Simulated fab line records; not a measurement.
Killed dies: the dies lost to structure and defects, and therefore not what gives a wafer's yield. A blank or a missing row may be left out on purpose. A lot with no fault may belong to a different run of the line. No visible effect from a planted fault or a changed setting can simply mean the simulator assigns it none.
fab line records    flow ritCmos
[record] lots = 5  wafers = 23
route steps=202 shown ACTIVE@2 FOX1@20 NWELL@36 PWELL@40 WELLDRIVE@50 NRETRO@61 PRETRO@72 GATE@81 NLDD@111 PLDD@122 M1@202
startH: start of the lot's first displayed wafer, in hours after the record's first day    waitH: how many hours have passed since the lot's step before this one    " same as the row above    L1.1+2: a row that stands for several wafers    - either no value or no given start    * or withheld: withheld    < > ~ a bound
route shown NAME@n: NAME is a module with steps in the file, n the number in the route of the first one    usual: mean/standard deviation of fault-free wafers    same: alike in all rows    chamber/n: place in a boat    sites: each site's reading    _std_site: the values' standard deviation    _edge_site: mean of outer sites minus mean of inner sites    radiusMm: how far each site lies from the wafer's centre    mask NAME#n: copy n    behind: the most recent tool/chamber to have shaped the wafer    hold: reason for holding the lot/hours on hold/outcome of the hold    device: the n, p or np transistor that did not switch    end of line: the same wafers' tests at the end of the route    a step given without rows: its recipe and nothing more    killed: not the wafer's yield, but the dies lost to structure and defects at the first sort    map: the dies of a wafer, with x for killed, . for not killed, _ for no die there
set.NAME: the run value of the setting; set.NAME@STEP: its run value at that earlier step    model.NAME: the simulator's own value behind a step, which no gauge read
lots where settings were altered on purpose, with a table for each step and a row for each wafer
[[steps]]
[step RIT_ACTIVE_OXIDATION_01]
[recipe] tempC = 1000  ambient = O2  targetThkA = 468  oxTimeS = 3360
lot.wafer  tool        chamber  startH  waitH  set.oxTimeS  model.SiO2_of_ACTIVE_OXIDATION_01.thkNm
L076.1     furnace-04  0        20.66   0.6    3360         48.06
L076.3     "           0        "       "      3360         47.39
L076.6     "           0        "       "      3360         47.42
L077.1     -           -        -       0.1    3360         46.63
L077.2     "           -        "       "      3360         46.01
L077.3     "           -        "       "      3360         46.25
L077.5     "           -        "       "      3360         46.42
L077.6     "           -        "       "      3360         46.71
L081.1     -           -        -       0.1    3611         49.34
L081.2     "           -        "       "      3611         49.16
L081.3     "           -        "       "      3611         49.47
L081.4     "           -        "       "      3611         49.69
L081.6     "           -        "       "      3611         49.49
L082.2     -           -        -       0.1    3816         51.5
L082.3     "           -        "       "      3816         51.42
L082.4     "           -        "       "      3816         51.82
L082.5     "           -        "       "      3816         51.6
L082.6     "           -        "       "      3816         51.81
L085.1     -           -        -       0.1    3188         45.01
L085.3     "           -        "       "      3188         44.64
L085.4     "           -        "       "      3188         45.15
L085.5     "           -        "       "      3188         44.57
L085.6     "           -        "       "      3188         44.71
[step RIT_ACTIVE_THK_MEAS_02]
[recipe] reads = SiO2_of_ACTIVE_OXIDATION_01
[usual] ACTIVE_OXIDE_THK = 47.2/0.91
lot.wafer  tool          chamber  startH  waitH  set.oxTimeS@ACTIVE_OXIDATION_01  ACTIVE_OXIDE_THK[nm]
L076.1     filmMetro-01  -        22.60   0.0    3360                             48.1
L076.3     "             -        "       "      3360                             47.4
L076.6     "             -        "       "      3360                             47.5
L077.1     filmMetro-04  -        -       -      3360                             46.6
L077.2     "             -        "       "      3360                             46.0
L077.3     "             -        "       "      3360                             46.3
L077.5     "             -        "       "      3360                             46.4
L077.6     "             -        "       "      3360                             46.7
L081.1     filmMetro-04  -        -       -      3611                             49.3
L081.2     "             -        "       "      3611                             49.2
L081.3     "             -        "       "      3611                             49.5
L081.4     "             -        "       "      3611                             49.7
L081.6     "             -        "       "      3611                             49.5
L082.2     filmMetro-03  -        -       -      3816                             51.5
L082.3     "             -        "       "      3816                             51.4
L082.4     "             -        "       "      3816                             51.8
L082.5     "             -        "       "      3816                             51.6
L082.6     "             -        "       "      3816                             51.8
L085.1     filmMetro-04  -        -       -      3188                             45.0
L085.3     "             -        "       "      3188                             44.7
L085.4     "             -        "       "      3188                             45.2
L085.5     "             -        "       "      3188                             44.6
L085.6     "             -        "       "      3188                             44.7
[step RIT_ACTIVE_ETCH_13]
[recipe] stopOn = SiO2  chemistry = SF6  target = Si3N4  timeS = 210  overEtchFrac = 0.4  SF6_flow_sccm = 200  pressureMtorr = 260  rfW = 125  targetDepthA = 2100
lot.wafer  tool        chamber  startH  waitH  set.overEtchFrac  model.NOVOLAK_of_ACTIVE_COAT_06.thkNm
L076.1     rieDiel-04  3        25.38   0.1    0.4               650.3
L076.3     "           2        "       "      0.4               647.7
L076.6     "           1        "       "      0.4               644.1
L077.1     rieDiel-03  0        30.57   0.1    0.4496            640.6
L077.2     "           1        "       "      0.4               649.9
L077.3     "           2        "       "      0.4496            639
L077.5     "           1        "       "      0.4               649.8
L077.6     "           2        "       "      0.4496            637
L081.1     rieDiel-02  1        49.75   0.1    0.3268            661.4
L081.2     "           2        "       "      0.3268            659.6
L081.3     "           3        "       "      0.4               642.9
L081.4     "           0        "       "      0.3268            663.3
L081.6     "           3        "       "      0.4               644.5
L082.2     rieDiel-03  2        54.71   0.1    0.4               644.5
L082.3     "           0        "       "      0.4               643.2
L082.4     "           3        "       "      0.4               652.9
L082.5     "           1        "       "      0.4               645.3
L082.6     "           2        "       "      0.4               643.3
L085.1     rieDiel-03  1        69.85   0.1    0.2963            661.4
L085.3     "           2        "       "      0.4               641.6
L085.4     "           3        "       "      0.2963            662.9
L085.5     "           3        "       "      0.2963            658.7
L085.6     "           0        "       "      0.4               640.7
[step RIT_FOX1_OXIDATION_00]
[recipe] tempC = 1100  ambient = H2O  targetThkA = 3507  pH2oTorr = 720  oxTimeS = 1130
lot.wafer  tool        chamber  startH  waitH  set.tempC  model.SiO2_of_FOX1_OXIDATION_00.thkNm
L076.1     furnace-04  0        27.08   0.9    1100       347.4
L076.3     "           0        "       "      1100       346.3
L076.6     "           0        "       "      1100       355.3
L077.1     -           -        -       0.0    1118       381.5
L077.2     "           -        "       "      1118       382.7
L077.3     "           -        "       "      1118       385.1
L077.5     "           -        "       "      1118       378.8
L077.6     "           -        "       "      1118       380.5
L081.1     -           -        -       0.0    1069       280.3
L081.2     "           -        "       "      1069       282.4
L081.3     "           -        "       "      1069       284.4
L081.4     "           -        "       "      1069       282.3
L081.6     "           -        "       "      1069       278.3
L082.2     -           -        -       0.0    1116       371
L082.3     "           -        "       "      1116       370.1
L082.4     "           -        "       "      1116       369.6
L082.5     "           -        "       "      1116       371.8
L082.6     "           -        "       "      1116       373.5
L085.1     -           -        -       1.4    1100       349.1
L085.3     "           -        "       "      1100       342.2
L085.4     "           -        "       "      1100       339.4
L085.5     "           -        "       "      1100       349.4
L085.6     "           -        "       "      1100       349.3
[step RIT_FOX1_THK_MEAS_01]
[recipe] reads = SiO2_of_FOX1_OXIDATION_00
[usual] FOX1_OXIDE_THK = 350/6.1
lot.wafer  tool          chamber  startH  waitH  set.tempC@FOX1_OXIDATION_00  FOX1_OXIDE_THK[nm]
L076.1     filmMetro-04  -        28.39   0.0    1100                         347
L076.3     "             -        "       "      1100                         346
L076.6     "             -        "       "      1100                         355
L077.1     filmMetro-04  -        -       -      1118                         381
L077.2     "             -        "       "      1118                         382
L077.3     "             -        "       "      1118                         385
L077.5     "             -        "       "      1118                         379
L077.6     "             -        "       "      1118                         381
L081.1     filmMetro-01  -        -       -      1069                         280
L081.2     "             -        "       "      1069                         282
L081.3     "             -        "       "      1069                         284
L081.4     "             -        "       "      1069                         283
L081.6     "             -        "       "      1069                         278
L082.2     filmMetro-02  -        -       -      1116                         371
L082.3     "             -        "       "      1116                         370
L082.4     "             -        "       "      1116                         369
L082.5     "             -        "       "      1116                         372
L082.6     "             -        "       "      1116                         374
L085.1     filmMetro-02  -        -       -      1100                         349
L085.3     "             -        "       "      1100                         342
L085.4     "             -        "       "      1100                         340
L085.5     "             -        "       "      1100                         349
L085.6     "             -        "       "      1100                         349
[step RIT_NWELL_IMPLANT_08]
[recipe] species = P  energyKev = 170  doseCm2 = 5e+13  tiltDeg = 7
lot.wafer       tool          chamber  startH  waitH  set.doseCm2
L076.1+3+6      implanter-02  0        32.38   0.2    5e+13
L077.1+2+3+5+6  implanter-03  0        36.34   0.2    5e+13
L081.1+2        implanter-02  0        56.54   0.2    5.314e+13
L081.3+4+6      "             0        "       "      5e+13
L082.2+3+4      implanter-02  0        60.63   0.2    4.872e+13
L082.5+6        "             0        "       "      5e+13
L085.1+5        implanter-01  0        77.86   0.2    5e+13
L085.3+4+6      "             0        "       "      5.234e+13
[step RIT_NWELL_STRIP_09]
[recipe] chemistry = O2  timeS = 180  resist = NOVOLAK  platenTempC = withheld  powerW = 500  pressureMtorr = 4000  o2FlowSccm = 4000
[step RIT_NWELL_TW_MEAS_10]
[usual] NWELL_TW = 2149/9.3
lot.wafer  tool          chamber  startH  waitH  set.doseCm2@NWELL_IMPLANT_08  NWELL_TW
L076.1     filmMetro-03  -        32.71   0.1    5e+13                         2145
L076.3     "             -        "       "      5e+13                         2142
L076.6     "             -        "       "      5e+13                         2144
L077.1     filmMetro-04  -        36.66   0.1    5e+13                         2142
L077.2     "             -        "       "      5e+13                         2135
L077.3     "             -        "       "      5e+13                         2135
L077.5     "             -        "       "      5e+13                         2147
L077.6     "             -        "       "      5e+13                         2144
L081.1     filmMetro-03  -        56.87   0.1    5.314e+13                     2194
L081.2     "             -        "       "      5.314e+13                     2195
L081.3     "             -        "       "      5e+13                         2144
L081.4     "             -        "       "      5e+13                         2149
L081.6     "             -        "       "      5e+13                         2149
L082.2     filmMetro-02  -        60.94   0.1    4.872e+13                     2128
L082.3     "             -        "       "      4.872e+13                     2131
L082.4     "             -        "       "      4.872e+13                     2133
L082.5     "             -        "       "      5e+13                         2162
L082.6     "             -        "       "      5e+13                         2149
L085.1     filmMetro-02  -        78.18   0.1    5e+13                         2163
L085.3     "             -        "       "      5.234e+13                     2179
L085.4     "             -        "       "      5.234e+13                     2194
L085.5     "             -        "       "      5e+13                         2161
L085.6     "             -        "       "      5.234e+13                     2174
[step RIT_PWELL_COAT_01]
[recipe] resist = NOVOLAK  spinRpm = 2000  resistThkNm = 1300
lot.wafer  tool           chamber  startH  waitH  set.spinRpm  model.NOVOLAK_of_PWELL_COAT_01.thkNm
L076.1+3   lithoTrack-04  0        33.01   0.1    2000         1296
L076.6     "              0        "       "      2000         1298
L077.1     lithoTrack-04  0        36.87   0.1    2000         1301
L077.2     "              0        "       "      1859         1348
L077.3     "              0        "       "      2000         1298
L077.5     "              0        "       "      1859         1346
L077.6     "              0        "       "      1859         1347
L081.1     lithoTrack-03  0        57.08   0.1    2000         1306
L081.2     "              0        "       "      2000         1308
L081.3     "              0        "       "      2000         1303
L081.4     "              0        "       "      2039         1292
L081.6     "              0        "       "      2039         1295
L082.2     lithoTrack-04  0        61.29   0.1    2000         1292
L082.3     "              0        "       "      1939         1315
L082.4+6   "              0        "       "      2000         1295
L082.5     "              0        "       "      1939         1313
L085.1     lithoTrack-04  0        78.39   0.1    2052         1281
L085.3     "              0        "       "      2052         1278
L085.4     "              0        "       "      2000         1297
L085.5     "              0        "       "      2000         1293
L085.6     "              0        "       "      2052         1280
[step RIT_PWELL_HARDBAKE_07]
[recipe] resist = NOVOLAK  tempC = 140  timeS = 120
lot.wafer  tool           chamber  startH  waitH  set.tempC  set.spinRpm@PWELL_COAT_01  model.NOVOLAK_of_PWELL_COAT_01.thkNm
L076.1+3   lithoTrack-01  0        33.90   0.0    140        2000                       1134
L076.6     "              0        "       "      140        2000                       1135
L077.1     lithoTrack-04  0        37.64   0.0    140        2000                       1138
L077.2     "              0        "       "      140        1859                       1179
L077.3     "              0        "       "      140        2000                       1135
L077.5     "              0        "       "      136.6      1859                       1183
L077.6     "              0        "       "      136.6      1859                       1184
L081.1     lithoTrack-01  0        57.84   0.0    137        2000                       1147
L081.2     "              0        "       "      140        2000                       1144
L081.3     "              0        "       "      140        2000                       1140
L081.4     "              0        "       "      137        2039                       1135
L081.6     "              0        "       "      140        2039                       1133
L082.2     lithoTrack-01  0        62.30   0.1    143.2      2000                       1126
L082.3     "              0        "       "      143.2      1939                       1145
L082.4     "              0        "       "      140        2000                       1132
L082.5     "              0        "       "      140        1939                       1148
L082.6     "              0        "       "      140        2000                       1133
L085.1     lithoTrack-04  0        79.49   0.1    140        2052                       1120
L085.3     "              0        "       "      140        2052                       1118
L085.4     "              0        "       "      138.2      2000                       1138
L085.5     "              0        "       "      138.2      2000                       1134
L085.6     "              0        "       "      138.2      2052                       1123
[step RIT_PWELL_IMPLANT_08]
[recipe] species = B  energyKev = 167.2  doseCm2 = 7e+13  tiltDeg = 7
[step RIT_PWELL_STRIP_09]
[recipe] chemistry = O2  timeS = 180  resist = NOVOLAK  platenTempC = withheld  powerW = 487.7  pressureMtorr = 4000  o2FlowSccm = 4000
[step RIT_WELLDRIVE_ANNEAL_00]
[recipe] tempC = 1100  timeS = 14700  ambient = N2
[step RIT_WELLDRIVE_RS_MEAS_01]
[recipe] thkMeasGauge = four-point-probe
[usual] NWELL_RS = 275.6/0.88
lot.wafer  tool          chamber  startH  waitH  set.doseCm2@NWELL_IMPLANT_08  NWELL_RS[ohm/sq]
L076.1     filmMetro-04  -        39.62   0.0    5e+13                         276.3
L076.3     "             -        "       "      5e+13                         277.2
L076.6     "             -        "       "      5e+13                         277.1
L077.1     filmMetro-03  -        43.36   0.0    5e+13                         275.2
L077.2     "             -        "       "      5e+13                         274.6
L077.3     "             -        "       "      5e+13                         274.5
L077.5     "             -        "       "      5e+13                         275.1
L077.6     "             -        "       "      5e+13                         274.7
L081.1     filmMetro-04  -        63.57   0.0    5.314e+13                     266.1
L081.2     "             -        "       "      5.314e+13                     265.9
L081.3     "             -        "       "      5e+13                         277.1
L081.4     "             -        "       "      5e+13                         276.6
L081.6     "             -        "       "      5e+13                         276.4
L082.2     filmMetro-02  -        68.22   0.0    4.872e+13                     278.4
L082.3     "             -        "       "      4.872e+13                     279.0
L082.4     "             -        "       "      4.872e+13                     279.1
L082.5     "             -        "       "      5e+13                         274.9
L082.6     "             -        "       "      5e+13                         275.3
L085.1     filmMetro-02  -        85.21   0.0    5e+13                         275.5
L085.3     "             -        "       "      5.234e+13                     268.3
L085.4     "             -        "       "      5.234e+13                     267.6
L085.5     "             -        "       "      5e+13                         275.5
L085.6     "             -        "       "      5.234e+13                     267.6
[step RIT_NRETRO_IMPLANT_08]
[recipe] species = P  energyKev = 70  doseCm2 = 1e+13  tiltDeg = 7
lot.wafer   tool          chamber  startH  waitH  set.doseCm2
L076.1+3+6  implanter-04  0        41.03   0.2    1e+13
L077.1+5    implanter-03  0        44.99   0.2    9.406e+12
L077.2+3+6  "             0        "       "      1e+13
L081.1+6    implanter-03  0        65.18   0.2    1e+13
L081.2+3+4  "             0        "       "      1.033e+13
L082.2+5    implanter-02  0        69.77   0.2    1e+13
L082.3+4+6  "             0        "       "      1.043e+13
L085.1+4+5  implanter-03  0        86.62   0.2    9.294e+12
L085.3+6    "             0        "       "      1e+13
[step RIT_NRETRO_STRIP_09]
[recipe] chemistry = O2  timeS = 180  resist = NOVOLAK  platenTempC = withheld  powerW = 500  pressureMtorr = 4000  o2FlowSccm = 4000
[step RIT_NRETRO_TW_MEAS_10]
[usual] NRETRO_TW = 1046/6.7
lot.wafer  tool          chamber  startH  waitH  set.doseCm2@NRETRO_IMPLANT_08  NRETRO_TW
L076.1     filmMetro-01  -        41.35   0.1    1e+13                          1038
L076.3     "             -        "       "      1e+13                          1039
L076.6     "             -        "       "      1e+13                          1039
L077.1     filmMetro-04  -        45.32   0.1    9.406e+12                      1028
L077.2     "             -        "       "      1e+13                          1041
L077.3     "             -        "       "      1e+13                          1041
L077.5     "             -        "       "      9.406e+12                      1028
L077.6     "             -        "       "      1e+13                          1041
L081.1     filmMetro-03  -        65.50   0.1    1e+13                          1055
L081.2     "             -        "       "      1.033e+13                      1059
L081.3     "             -        "       "      1.033e+13                      1064
L081.4     "             -        "       "      1.033e+13                      1066
L081.6     "             -        "       "      1e+13                          1057
L082.2     filmMetro-04  -        70.08   0.1    1e+13                          1045
L082.3     "             -        "       "      1.043e+13                      1064
L082.4     "             -        "       "      1.043e+13                      1065
L082.5     "             -        "       "      1e+13                          1049
L082.6     "             -        "       "      1.043e+13                      1062
L085.1     filmMetro-01  -        86.94   0.1    9.294e+12                      1009
L085.3     "             -        "       "      1e+13                          1037
L085.4     "             -        "       "      9.294e+12                      1012
L085.5     "             -        "       "      9.294e+12                      1015
L085.6     "             -        "       "      1e+13                          1034
[step RIT_PRETRO_IMPLANT_08]
[recipe] species = B  energyKev = 45  doseCm2 = 1.2e+13  tiltDeg = 7
lot.wafer       tool          chamber  startH  waitH  set.doseCm2
L076.1+3+6      implanter-03  0        42.58   0.2    1.2e+13
L077.1+2+3+5+6  implanter-04  0        46.78   0.2    1.2e+13
L081.1+2+3+4+6  implanter-04  0        66.73   0.2    1.2e+13
L082.2+5+6      implanter-04  0        71.33   0.2    1.2e+13
L082.3+4        "             0        "       "      1.114e+13
L085.1+3+5      implanter-04  0        88.23   0.2    1.2e+13
L085.4+6        "             0        "       "      1.245e+13
[step RIT_PRETRO_STRIP_09]
[recipe] chemistry = O2  timeS = 180  resist = NOVOLAK  platenTempC = withheld  powerW = 512.9  pressureMtorr = 4000  o2FlowSccm = 4000
[step RIT_PRETRO_TW_MEAS_10]
[usual] PRETRO_TW = 475.5/2.9
lot.wafer  tool          chamber  startH  waitH  set.doseCm2@PRETRO_IMPLANT_08  PRETRO_TW
L076.1     filmMetro-04  -        42.90   0.1    1.2e+13                        472.2
L076.3     "             -        "       "      1.2e+13                        473.9
L076.6     "             -        "       "      1.2e+13                        475.3
L077.1     filmMetro-02  -        47.10   0.1    1.2e+13                        476.5
L077.2     "             -        "       "      1.2e+13                        474.7
L077.3     "             -        "       "      1.2e+13                        476.7
L077.5     "             -        "       "      1.2e+13                        478.8
L077.6     "             -        "       "      1.2e+13                        479.3
L081.1     filmMetro-02  -        67.06   0.1    1.2e+13                        478.5
L081.2     "             -        "       "      1.2e+13                        476.5
L081.3     "             -        "       "      1.2e+13                        479.1
L081.4     "             -        "       "      1.2e+13                        475.7
L081.6     "             -        "       "      1.2e+13                        478.6
L082.2     filmMetro-04  -        71.64   0.1    1.2e+13                        474.9
L082.3     "             -        "       "      1.114e+13                      464.8
L082.4     "             -        "       "      1.114e+13                      464.0
L082.5     "             -        "       "      1.2e+13                        474.0
L082.6     "             -        "       "      1.2e+13                        474.7
L085.1     filmMetro-04  -        88.56   0.1    1.2e+13                        473.2
L085.3     "             -        "       "      1.2e+13                        474.8
L085.4     "             -        "       "      1.245e+13                      476.9
L085.5     "             -        "       "      1.2e+13                        476.8
L085.6     "             -        "       "      1.245e+13                      478.4
[step RIT_GATE_OXIDATION_05]
[recipe] tempC = 900  ambient = O2  targetThkA = 30  oxTimeS = 270
lot.wafer  tool        chamber  startH  waitH  set.oxTimeS  model.SiO2_of_GATE_OXIDATION_05.thkNm
L076.1     furnace-02  0        43.44   0.1    270          2.969
L076.3     "           0        "       "      270          3.098
L076.6     "           0        "       "      270          3.033
L077.1     -           -        -       0.1    310          3.294
L077.2     "           -        "       "      310          3.371
L077.3     "           -        "       "      310          3.37
L077.5     "           -        "       "      310          3.332
L077.6     "           -        "       "      310          3.344
L081.1     -           -        -       0.1    302.9        3.327
L081.2     "           -        "       "      302.9        3.365
L081.3     "           -        "       "      302.9        3.315
L081.4     "           -        "       "      302.9        3.328
L081.6     "           -        "       "      302.9        3.314
L082.2     -           -        -       1.2    242          2.74
L082.3     "           -        "       "      242          2.711
L082.4     "           -        "       "      242          2.679
L082.5     "           -        "       "      242          2.73
L082.6     "           -        "       "      242          2.735
L085.1     -           -        -       0.1    290.2        3.136
L085.3     "           -        "       "      290.2        3.158
L085.4     "           -        "       "      290.2        3.175
L085.5     "           -        "       "      290.2        3.178
L085.6     "           -        "       "      290.2        3.118
[step RIT_GATE_ANNEAL_06]
[recipe] tempC = 900  timeS = 600  ambient = N2O
[step RIT_GATE_THK_MEAS_07]
[recipe] reads = SiO2_of_GATE_OXIDATION_05
[usual] GATE_OXIDE_THK = 3.02/0.066
lot.wafer  tool          chamber  startH  waitH  set.oxTimeS@GATE_OXIDATION_05  GATE_OXIDE_THK[nm]
L076.1     filmMetro-02  -        44.77   0.0    270                            3.02
L076.3     "             -        "       "      270                            3.09
L076.6     "             -        "       "      270                            3.11
L077.1     filmMetro-02  -        48.96   0.0    310                            3.24
L077.2     "             -        "       "      310                            3.36
L077.3     "             -        "       "      310                            3.37
L077.5     "             -        "       "      310                            3.30
L077.6     "             -        "       "      310                            3.33
L081.1     filmMetro-01  -        68.92   0.0    302.9                          3.32
L081.2     "             -        "       "      302.9                          3.43
L081.3     "             -        "       "      302.9                          3.29
L081.4     "             -        "       "      302.9                          3.31
L081.6     "             -        "       "      302.9                          3.29
L082.2     filmMetro-03  -        76.02   0.0    242                            2.78
L082.3     "             -        "       "      242                            2.68
L082.4     "             -        "       "      242                            2.66
L082.5     "             -        "       "      242                            2.68
L082.6     "             -        "       "      242                            2.73
L085.1     filmMetro-01  -        90.42   0.0    290.2                          3.16
L085.3     "             -        "       "      290.2                          3.14
L085.4     "             -        "       "      290.2                          3.25
L085.5     "             -        "       "      290.2                          3.18
L085.6     "             -        "       "      290.2                          3.12
[step RIT_NLDD_IMPLANT_08]
[recipe] species = P  energyKev = 20  doseCm2 = 5e+14  tiltDeg = 7
lot.wafer   tool          chamber  startH  waitH  set.energyKev  model.implant.rpNm  model.implant.drpNm
L076.1+3+6  implanter-02  0        52.09   0.1    20             27.28               12.97
L077.1+5+6  implanter-03  0        56.32   0.1    19.56          27.52               12.8
L077.2+3    "             0        "       "      20             27.94               12.97
L081.1+3+6  implanter-03  0        77.85   0.1    19.62          26.46               12.82
L081.2+4    "             0        "       "      20             26.8                12.97
L082.2+5    implanter-01  0        83.46   0.1    19.04          27.85               12.59
L082.3+4+6  "             0        "       "      20             28.8                12.97
L085.1+6    implanter-01  0        99.59   0.1    20             27.89               12.97
L085.3+4+5  "             0        "       "      20.55          28.41               13.18
[step RIT_PLDD_IMPLANT_08]
[recipe] species = BF2  energyKev = 20  doseCm2 = 9e+14  tiltDeg = 7
lot.wafer   tool          chamber  startH  waitH  set.energyKev  model.implant.rpNm  model.implant.drpNm
L076.1+3+6  implanter-02  0        53.64   0.1    20             17.32               9.752
L077.1+3    implanter-02  0        57.87   0.1    19.4           16.78               9.545
L077.2+5+6  "             0        "       "      20             17.19               9.752
L081.1+3    implanter-01  0        79.49   0.1    18.87          16.31               9.361
L081.2+4+6  "             0        "       "      20             17.07               9.752
L082.2+3    implanter-02  0        85.01   0.1    19.23          17.25               9.486
L082.4+5+6  "             0        "       "      20             17.79               9.752
L085.1+4+5  implanter-01  0        101.13  0.1    19.14          16.66               9.455
L085.3+6    "             0        "       "      20             17.24               9.752
[step RIT_PLDD_STRIP_09]
[recipe] chemistry = O2  timeS = 180  resist = NOVOLAK  platenTempC = withheld  powerW = 500  pressureMtorr = 4000  o2FlowSccm = 4000
[step RIT_PLDD_TW_MEAS_10]
[usual] PLDD_TW = 2336/14
lot.wafer  tool          chamber  startH  waitH  set.energyKev@PLDD_IMPLANT_08  PLDD_TW
L076.1     filmMetro-03  -        53.96   0.1    20                             2361
L076.3     "             -        "       "      20                             2350
L076.6     "             -        "       "      20                             2354
L077.1     filmMetro-01  -        58.19   0.1    19.4                           2305
L077.2     "             -        "       "      20                             2328
L077.3     "             -        "       "      19.4                           2305
L077.5     "             -        "       "      20                             2322
L077.6     "             -        "       "      20                             2319
L081.1     filmMetro-01  -        79.82   0.1    18.87                          2267
L081.2     "             -        "       "      20                             2324
L081.3     "             -        "       "      18.87                          2261
L081.4     "             -        "       "      20                             2310
L081.6     "             -        "       "      20                             2317
L082.2     filmMetro-04  -        85.32   0.1    19.23                          2310
L082.3     "             -        "       "      19.23                          2324
L082.4     "             -        "       "      20                             2334
L082.5     "             -        "       "      20                             2334
L082.6     "             -        "       "      20                             2347
L085.1     filmMetro-04  -        101.46  0.1    19.14                          2305
L085.3     "             -        "       "      20                             2348
L085.4     "             -        "       "      19.14                          2306
L085.5     "             -        "       "      19.14                          2312
L085.6     "             -        "       "      20                             2335
[step RIT_M1_PROBE_99]
lot.wafer  tool       chamber  startH  waitH  set.oxTimeS@GATE_OXIDATION_05  set.energyKev@PLDD_IMPLANT_08  model.etest.pldd.rsOhmSq  model.etest.pmos_0p3.rOnOhmUm
L076.1     prober-02  -        67.74   0.1    270                            20                             475.1                     6212
L076.3     prober-02  -        67.84   0.2    270                            20                             472.4                     6416
L076.6     prober-02  -        67.99   0.2    270                            20                             467.8                     6341
L077.1     prober-01  -        73.00   0.1    310                            19.4                           561.1                     6851
L077.2     prober-01  -        73.05   0.1    310                            20                             510.8                     6880
L077.3     prober-01  -        73.10   0.2    310                            19.4                           550.3                     7058
L077.5     prober-01  -        73.20   0.2    310                            20                             556.3                     6878
L077.6     prober-01  -        73.25   0.2    310                            20                             524.5                     6835
L081.1     prober-01  -        93.67   0.1    302.9                          18.87                          582.4                     7090
L081.2     prober-01  -        93.72   0.1    302.9                          20                             539.2                     7046
L081.3     prober-01  -        93.77   0.2    302.9                          18.87                          586.3                     6996
L081.4     prober-01  -        93.82   0.2    302.9                          20                             504.9                     6904
L081.6     prober-01  -        93.92   0.2    302.9                          20                             553                       6885
L082.2     prober-02  -        100.16  0.1    242                            19.23                          519.1                     5842
L082.3     prober-02  -        100.21  0.2    242                            19.23                          509.1                     5775
L082.4     prober-02  -        100.26  0.2    242                            20                             468.7                     5707
L082.5     prober-02  -        100.31  0.2    242                            20                             474.1                     5749
L082.6     prober-02  -        100.36  0.2    242                            20                             468.4                     5757
L085.1     prober-01  -        115.42  0.1    290.2                          19.14                          541                       6496
L085.3     prober-01  -        115.52  0.2    290.2                          20                             487.3                     6984
L085.4     prober-01  -        115.57  0.2    290.2                          19.14                          529.4                     6773
L085.5     prober-01  -        115.62  0.2    290.2                          19.14                          541                       7030
L085.6     prober-01  -        115.67  0.2    290.2                          20                             474.4                     6903
// killed by level:class
L076.1 GATE:geometricParticle:open=3 FOX1:geometricParticle:short=2 REOX:geometricParticle:open=1 REOX:geometricParticle:short=1
L076.3 FOX2:geometricParticle:open=2 GATE:geometricParticle:short=2 FOX2:geometricParticle:short=1 REOX:geometricParticle:open=1 SPACER:geometricParticle:open=1
L076.6 GATE:geometricParticle:short=4 FOX2:geometricParticle:open=1 GATE:geometricParticle:open=1 SILICIDE:geometricParticle:short=1
[[key]]
[split] step = RIT_ACTIVE_OXIDATION_01  setting = oxTimeS  stated = 3360  by = lot
[response] step = RIT_ACTIVE_OXIDATION_01  reading = model.SiO2_of_ACTIVE_OXIDATION_01.thkNm  change = +0.36  per = 1%  r = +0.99
[response] step = RIT_ACTIVE_THK_MEAS_02  reading = ACTIVE_OXIDE_THK  change = +0.36  per = 1%  r = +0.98
[split] step = RIT_ACTIVE_ETCH_13  setting = overEtchFrac  stated = 0.4  by = wafer
[response] step = RIT_ACTIVE_ETCH_13  reading = model.NOVOLAK_of_ACTIVE_COAT_06.thkNm  change = -0.841  per = 1%  r = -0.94
[split] step = RIT_FOX1_OXIDATION_00  setting = tempC  stated = 1100  by = lot
[response] step = RIT_FOX1_OXIDATION_00  reading = model.SiO2_of_FOX1_OXIDATION_00.thkNm  change = +21.8  per = 1%  r = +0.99
[response] step = RIT_FOX1_THK_MEAS_01  reading = FOX1_OXIDE_THK  change = +21.8  per = 1%  r = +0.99
[split] step = RIT_NWELL_IMPLANT_08  setting = doseCm2  stated = 5e+13  by = wafer
[response] step = RIT_NWELL_TW_MEAS_10  reading = NWELL_TW  change = +6.71  per = 1%  r = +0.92
[response] step = RIT_WELLDRIVE_RS_MEAS_01  reading = NWELL_RS  change = -1.66  per = 1%  r = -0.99
[split] step = RIT_PWELL_COAT_01  setting = spinRpm  stated = 2000  by = wafer
[response] step = RIT_PWELL_COAT_01  reading = model.NOVOLAK_of_PWELL_COAT_01.thkNm  change = -6.62  per = 1%  r = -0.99
[response] step = RIT_PWELL_HARDBAKE_07  reading = model.NOVOLAK_of_PWELL_COAT_01.thkNm  change = -6.17  per = 1%  r = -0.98
[split] step = RIT_PWELL_HARDBAKE_07  setting = tempC  stated = 140  by = wafer
response none clear
[split] step = RIT_NRETRO_IMPLANT_08  setting = doseCm2  stated = 1e+13  by = wafer
[response] step = RIT_NRETRO_TW_MEAS_10  reading = NRETRO_TW  change = +2.95  per = 1%  r = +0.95
[split] step = RIT_PRETRO_IMPLANT_08  setting = doseCm2  stated = 1.2e+13  by = wafer
[response] step = RIT_PRETRO_TW_MEAS_10  reading = PRETRO_TW  change = +1.27  per = 1%  r = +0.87
[split] step = RIT_GATE_OXIDATION_05  setting = oxTimeS  stated = 270  by = lot
[response] step = RIT_GATE_OXIDATION_05  reading = model.SiO2_of_GATE_OXIDATION_05.thkNm  change = +0.0252  per = 1%  r = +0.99
[response] step = RIT_GATE_THK_MEAS_07  reading = GATE_OXIDE_THK  change = +0.0249  per = 1%  r = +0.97
[response] step = RIT_M1_PROBE_99  reading = model.etest.pmos_0p3.rOnOhmUm  change = +49.3  per = 1%  r = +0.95
[split] step = RIT_NLDD_IMPLANT_08  setting = energyKev  stated = 20  by = wafer
[response] step = RIT_NLDD_IMPLANT_08  reading = model.implant.rpNm  change = +0.192  per = 1%  r = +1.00
[response] step = RIT_NLDD_IMPLANT_08  reading = model.implant.drpNm  change = +0.0787  per = 1%  r = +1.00
[split] step = RIT_PLDD_IMPLANT_08  setting = energyKev  stated = 20  by = wafer
[response] step = RIT_PLDD_IMPLANT_08  reading = model.implant.rpNm  change = +0.135  per = 1%  r = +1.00
[response] step = RIT_PLDD_IMPLANT_08  reading = model.implant.drpNm  change = +0.069  per = 1%  r = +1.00
[response] step = RIT_PLDD_TW_MEAS_10  reading = PLDD_TW  change = +7.82  per = 1%  r = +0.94
[response] step = RIT_M1_PROBE_99  reading = model.etest.pldd.rsOhmSq  change = -10.5  per = 1%  r = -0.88
